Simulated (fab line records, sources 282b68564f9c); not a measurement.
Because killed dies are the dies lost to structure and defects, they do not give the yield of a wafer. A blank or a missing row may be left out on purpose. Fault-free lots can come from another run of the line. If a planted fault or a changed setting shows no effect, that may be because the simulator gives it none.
One fault through the eyes of 2 desks    flow rit cmos    every desk sees just its own numbers, and what lay behind them comes last

== FOR THE TOOL OWNER'S DESK: litho track-04 ==
The tool's own readings at RIT_ACTIVE_SOFTBAKE_07 (time 58.26 s): means of the sampled wafers that have a number, for each lot that ran on this tool. A lot is out of limits, marked OUT, if its mean lies more than 4 standard deviations from the usual mean; the brackets give that distance.
Columns: A = heater power total W at RIT_ACTIVE_SOFTBAKE_07, usual 34.86 W; B = plate temp C at RIT_ACTIVE_SOFTBAKE_07, usual 89.98 C
lot   first seen here  A                B
L262  day 3 15:57      34.86            90.02
L266  day 4 11:53      37.24 (+43) OUT  94.40 (+40) OUT
L271  day 5 12:55      37.23 (+43) OUT  94.30 (+39) OUT
Finding of this desk: L266, L271 out of limits; the first was L266 at day 4 11:53, on heater power total W at RIT_ACTIVE_SOFTBAKE_07. L262: within limits.

== FROM THE METROLOGY DESK ==
Means of the sampled wafers that have a number, per lot and without regard to the tool the lot ran on: this is what the gauges read. A lot is out of limits, marked OUT, if its mean lies more than 4 standard deviations from the usual mean; the brackets give that distance.
Columns: A = INCOMING_BOW at RIT_ACTIVE_BOW_MEAS_00, usual 0 um; B = ACTIVE_OXIDE_THK at RIT_ACTIVE_THK_MEAS_02, usual 46.6 nm; C = ACTIVE_NITRIDE_THK at RIT_ACTIVE_THK_MEAS_04, usual 150.0 nm; D = cd nm at RIT_ACTIVE_CD_MEAS_11, usual 1399.7 nm
lot   first seen here  A   B     C      D
L254  day 1 20:00      -7  46.6  149.8  1397.2
L262  day 3 12:00      1   46.4  151.6  1399.8
L266  day 4 08:00      -4  46.6  151.6  1403.0
L267  day 4 13:02      -5  48.0  152.3  1400.5
L271  day 5 09:01      -3  45.5  148.5  1401.4
L273  day 5 19:01      3   46.8  149.1  1400.1
Finding of this desk: none of the 6 lots has anything out of limits.

== BROUGHT TOGETHER ==
The tool owner's desk could have raised an alarm at day 4 11:53, on L266, L271.
At the metrology desk, nothing out of limits was observed.
The metrology desk has L266, L271 on record, within its limits.
Every lot named ran RIT_ACTIVE_SOFTBAKE_07 on litho track-04.

== WHAT THE SIMULATOR HAD PUT IN ==
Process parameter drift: litho track-04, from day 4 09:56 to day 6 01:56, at RIT_ACTIVE_SOFTBAKE_07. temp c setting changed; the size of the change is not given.
Shown lots that were struck: L266, L271.
Delay in hours, fault start to first out-of-limits reading, by desk: the tool owner's desk at 2.
